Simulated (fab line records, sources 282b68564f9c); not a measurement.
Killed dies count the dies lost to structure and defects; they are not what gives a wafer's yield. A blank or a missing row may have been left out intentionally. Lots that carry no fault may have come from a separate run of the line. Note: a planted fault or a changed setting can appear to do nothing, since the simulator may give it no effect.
Which tool did it? / flow rit cmos / Sampling: 15 lots, 45 wafers, 4 of 202 route steps

WHAT THE GAUGES READ, wafer by wafer
RIT_PWELL_OVL_MEAS_06. Usual: PWELL_OVL -0.2 nm, standard deviation 1.5.
lot=L137; measured=day 2 03:41; on=overlay-02; PWELL_OVL (nm)=1.2 -0.3 -0.3; flag=
lot=L140; measured=day 2 16:52; on=overlay-01; PWELL_OVL (nm)=1.3 0.8 -0.1; flag=
lot=L142; measured=day 2 23:27; on=overlay-01; PWELL_OVL (nm)=1.0 1.5 1.3; flag=
lot=L143; measured=day 3 04:55; on=overlay-01; PWELL_OVL (nm)=0.1 -0.2 -1.3; flag=
lot=L144; measured=day 3 12:20; on=overlay-02; PWELL_OVL (nm)=-0.6 2.6 0.9; flag=
lot=L145; measured=day 3 16:14; on=overlay-02; PWELL_OVL (nm)=-1.1 1.2 -0.8; flag=
lot=L146; measured=day 3 21:00; on=overlay-01; PWELL_OVL (nm)=-3.6 -2.8 -1.3; flag=
lot=L147; measured=day 4 07:05; on=overlay-01; PWELL_OVL (nm)=1.1 -0.8 1.1; flag=
lot=L149; measured=day 4 10:47; on=overlay-02; PWELL_OVL (nm)=-0.5 -0.6 0.7; flag=
lot=L151; measured=day 4 22:50; on=overlay-01; PWELL_OVL (nm)=-1.9 1.3 -2.1; flag=
lot=L155; measured=day 5 18:10; on=overlay-01; PWELL_OVL (nm)=-1.9 -4.2 -2.0; flag=
lot=L157; measured=day 6 07:58; on=overlay-01; PWELL_OVL (nm)=-0.4 2.4 1.4; flag=
lot=L158; measured=day 6 10:13; on=overlay-02; PWELL_OVL (nm)=-2.0 -1.8 -3.1; flag=
lot=L159; measured=day 6 14:14; on=overlay-01; PWELL_OVL (nm)=0.1 -0.1 -0.7; flag=
lot=L160; measured=day 6 18:14; on=overlay-01; PWELL_OVL (nm)=-0.3 0.9 1.3; flag=

RIT_M1_CD_MEAS_90: the cd target is 2600 nm. Usual: cd nm at 2600.3 nm, with a standard deviation of 2.
lot=L137; measured=day 3 13:43; on=cd sem-01; cd nm (nm)=2598.9 2601.8 2600.6; flag=
lot=L140; measured=day 4 06:29; on=cd sem-01; cd nm (nm)=2597.8 2600.0 2600.4; flag=
lot=L142; measured=day 4 14:10; on=cd sem-02; cd nm (nm)=2604.6 2602.6 2604.1; flag=
lot=L143; measured=day 4 16:11; on=cd sem-02; cd nm (nm)=2602.1 2601.0 2602.9; flag=
lot=L144; measured=day 5 01:34; on=cd sem-01; cd nm (nm)=2601.7 2601.0 2603.1; flag=
lot=L149; measured=day 5 21:25; on=cd sem-02; cd nm (nm)=2597.9 2599.1 2599.7; flag=
lot=L151; measured=day 6 11:38; on=cd sem-02; cd nm (nm)=2601.3 2601.6 2601.1; flag=
lot=L155; measured=day 7 09:03; on=cd sem-02; cd nm (nm)=2601.5 2601.4 2602.0; flag=
lot=L157; measured=day 8 07:32; on=cd sem-02; cd nm (nm)=2597.4 2596.7 2600.1; flag=
lot=L158; measured=day 8 07:52; on=cd sem-01; cd nm (nm)=2600.1 2600.2 2596.1; flag=
lot=L159; measured=day 8 09:38; on=cd sem-02; cd nm (nm)=2600.5 2601.4 2600.9; flag=
lot=L160; measured=day 8 17:34; on=cd sem-01; cd nm (nm)=2599.6 2601.1 2599.8; flag=

EACH LOT AND THE TOOL THAT RAN IT (in order: tool; ch and the chambers of the sampled wafers; start)
lot=L137; RIT_GATE_EXPOSE_13=iline stepper-02 ch 0, day 2 18:28; RIT_NSD_STRIP_09=plasma asher-01 ch 0,1, day 3 05:49
lot=L140; RIT_GATE_EXPOSE_13=iline stepper-02 ch 0, day 3 09:47; RIT_NSD_STRIP_09=plasma asher-01 ch 0,1, day 3 22:36
lot=L142; RIT_GATE_EXPOSE_13=iline stepper-02 ch 0, day 3 16:56; RIT_NSD_STRIP_09=plasma asher-03 ch 0,1, day 4 05:46
lot=L143; RIT_GATE_EXPOSE_13=iline stepper-01 ch 0, day 3 19:40; RIT_NSD_STRIP_09=plasma asher-03 ch 0, day 4 08:15
lot=L144; RIT_GATE_EXPOSE_13=iline stepper-02 ch 0, day 4 05:19; RIT_NSD_STRIP_09=plasma asher-04 ch 0,1, day 4 17:14
lot=L145; RIT_GATE_EXPOSE_13=iline stepper-02, day 4 06:25; RIT_NSD_STRIP_09=-
lot=L146; RIT_GATE_EXPOSE_13=iline stepper-01, day 4 13:37; RIT_NSD_STRIP_09=-
lot=L147; RIT_GATE_EXPOSE_13=iline stepper-02, day 4 21:47; RIT_NSD_STRIP_09=-
lot=L149; RIT_GATE_EXPOSE_13=iline stepper-02 ch 0, day 5 01:33; RIT_NSD_STRIP_09=plasma asher-03 ch 0,1, day 5 13:25
lot=L151; RIT_GATE_EXPOSE_13=iline stepper-01 ch 0, day 5 13:29; RIT_NSD_STRIP_09=plasma asher-03 ch 0,1, day 6 03:49
lot=L155; RIT_GATE_EXPOSE_13=iline stepper-02 ch 0, day 6 13:29; RIT_NSD_STRIP_09=plasma asher-04 ch 0,1, day 7 01:10
lot=L157; RIT_GATE_EXPOSE_13=iline stepper-02 ch 0, day 7 07:07; RIT_NSD_STRIP_09=plasma asher-03 ch 0,1, day 7 23:25
lot=L158; RIT_GATE_EXPOSE_13=iline stepper-01 ch 0, day 7 07:22; RIT_NSD_STRIP_09=plasma asher-04 ch 0,1, day 7 23:34
lot=L159; RIT_GATE_EXPOSE_13=iline stepper-02 ch 0, day 7 11:56; RIT_NSD_STRIP_09=plasma asher-01 ch 0,1, day 8 01:27
lot=L160; RIT_GATE_EXPOSE_13=iline stepper-01 ch 0, day 7 19:14; RIT_NSD_STRIP_09=plasma asher-01 ch 0,1, day 8 09:57
- RIT_GATE_EXPOSE_13: exposes mask M6, target cd 150 nm.
- RIT_NSD_STRIP_09: strips in O2, time 180 s.

WHAT THE TOOLS THEMSELVES READ (means of the sampled wafers that have a number; where no wafer has one, the mark that the record gives instead)
RIT_GATE_EXPOSE_13. Usual: exposure dose mJ cm2 379.9, standard deviation 0.39; focus offset nm -0.1 nm, standard deviation 0.52; reticle temp C 23.02 C, standard deviation 0.1; stage vel mm s 500.02 mm/s, standard deviation 0.24.
lot=L137; tool=iline stepper-02; exposure dose mJ cm2=380.0; focus offset nm (nm)=-0.2; reticle temp C (C)=23.00; stage vel mm s (mm/s)=500.09; flag=
lot=L140; tool=iline stepper-02; exposure dose mJ cm2=380.2; focus offset nm (nm)=0.4; reticle temp C (C)=23.07; stage vel mm s (mm/s)=500.08; flag=
lot=L142; tool=iline stepper-02; exposure dose mJ cm2=380.1; focus offset nm (nm)=0.1; reticle temp C (C)=23.10; stage vel mm s (mm/s)=499.96; flag=
lot=L143; tool=iline stepper-01; exposure dose mJ cm2=379.7; focus offset nm (nm)=0.6; reticle temp C (C)=23.06; stage vel mm s (mm/s)=500.42; flag=
lot=L144; tool=iline stepper-02; exposure dose mJ cm2=379.5; focus offset nm (nm)=-0.3; reticle temp C (C)=23.13; stage vel mm s (mm/s)=499.89; flag=
lot=L145; tool=iline stepper-02; exposure dose mJ cm2=-; focus offset nm (nm)=-; reticle temp C (C)=-; stage vel mm s (mm/s)=-; flag=OFF
lot=L146; tool=iline stepper-01; exposure dose mJ cm2=-; focus offset nm (nm)=-; reticle temp C (C)=-; stage vel mm s (mm/s)=-; flag=OFF
lot=L147; tool=iline stepper-02; exposure dose mJ cm2=-; focus offset nm (nm)=-; reticle temp C (C)=-; stage vel mm s (mm/s)=-; flag=OFF
lot=L149; tool=iline stepper-02; exposure dose mJ cm2=379.6; focus offset nm (nm)=-0.2; reticle temp C (C)=22.99; stage vel mm s (mm/s)=500.12; flag=
lot=L151; tool=iline stepper-01; exposure dose mJ cm2=380.0; focus offset nm (nm)=0.6; reticle temp C (C)=23.02; stage vel mm s (mm/s)=499.98; flag=
lot=L155; tool=iline stepper-02; exposure dose mJ cm2=380.2; focus offset nm (nm)=-0.1; reticle temp C (C)=23.00; stage vel mm s (mm/s)=499.90; flag=
lot=L157; tool=iline stepper-02; exposure dose mJ cm2=380.2; focus offset nm (nm)=0.2; reticle temp C (C)=23.08; stage vel mm s (mm/s)=499.92; flag=
lot=L158; tool=iline stepper-01; exposure dose mJ cm2=380.4; focus offset nm (nm)=-0.4; reticle temp C (C)=22.94; stage vel mm s (mm/s)=500.27; flag=
lot=L159; tool=iline stepper-02; exposure dose mJ cm2=379.7; focus offset nm (nm)=-0.9; reticle temp C (C)=22.88; stage vel mm s (mm/s)=499.95; flag=
lot=L160; tool=iline stepper-01; exposure dose mJ cm2=380.0; focus offset nm (nm)=0.6; reticle temp C (C)=23.02; stage vel mm s (mm/s)=499.93; flag=

RIT_NSD_STRIP_09. Usual: drypump motor current A 5.7 A, standard deviation 0.4; o2 flow sccm 4001 sccm, standard deviation 13.
lot=L137; tool=plasma asher-01; drypump motor current A (A)=5.2; o2 flow sccm (sccm)=4001; flag=
lot=L140; tool=plasma asher-01; drypump motor current A (A)=5.1; o2 flow sccm (sccm)=4016; flag=
lot=L142; tool=plasma asher-03; drypump motor current A (A)=5.8; o2 flow sccm (sccm)=4001; flag=
lot=L143; tool=plasma asher-03; drypump motor current A (A)=6.1; o2 flow sccm (sccm)=4010; flag=
lot=L144; tool=plasma asher-04; drypump motor current A (A)=6.2; o2 flow sccm (sccm)=4003; flag=
lot=L149; tool=plasma asher-03; drypump motor current A (A)=5.8; o2 flow sccm (sccm)=4016; flag=
lot=L151; tool=plasma asher-03; drypump motor current A (A)=5.8; o2 flow sccm (sccm)=4008; flag=
lot=L155; tool=plasma asher-04; drypump motor current A (A)=6.2; o2 flow sccm (sccm)=4006; flag=
lot=L157; tool=plasma asher-03; drypump motor current A (A)=5.8; o2 flow sccm (sccm)=3999; flag=
lot=L158; tool=plasma asher-04; drypump motor current A (A)=6.0; o2 flow sccm (sccm)=4018; flag=
lot=L159; tool=plasma asher-01; drypump motor current A (A)=5.2; o2 flow sccm (sccm)=3992; flag=
lot=L160; tool=plasma asher-01; drypump motor current A (A)=5.1; o2 flow sccm (sccm)=3995; flag=

THE ANSWER, worked out from the rows above alone
Rule: take the mean of a lot's wafers that have a number; if it is more than 3 standard deviations from the usual mean, the lot is off. A lot without any number at a reading at which 4 lots or more have one is off too. The other lots that the step has rows for count as sound. First the gauges in route order, then the tools' own readings, where a lot's mean is used as printed above. At the first step where some lot is off, the reading lying furthest off is the one used; lots without a number count as furthest.
Off, at RIT_GATE_EXPOSE_13 on exposure dose mJ cm2: L145, L146, L147. Without a number there: L145, L146, L147.
A tool fits if, at that step or a process step before it, it ran every lot that is off, and no sound lot after the first of them. Of those tried, none fits.

WHAT HAD BEEN PUT IN BY THE SIMULATOR
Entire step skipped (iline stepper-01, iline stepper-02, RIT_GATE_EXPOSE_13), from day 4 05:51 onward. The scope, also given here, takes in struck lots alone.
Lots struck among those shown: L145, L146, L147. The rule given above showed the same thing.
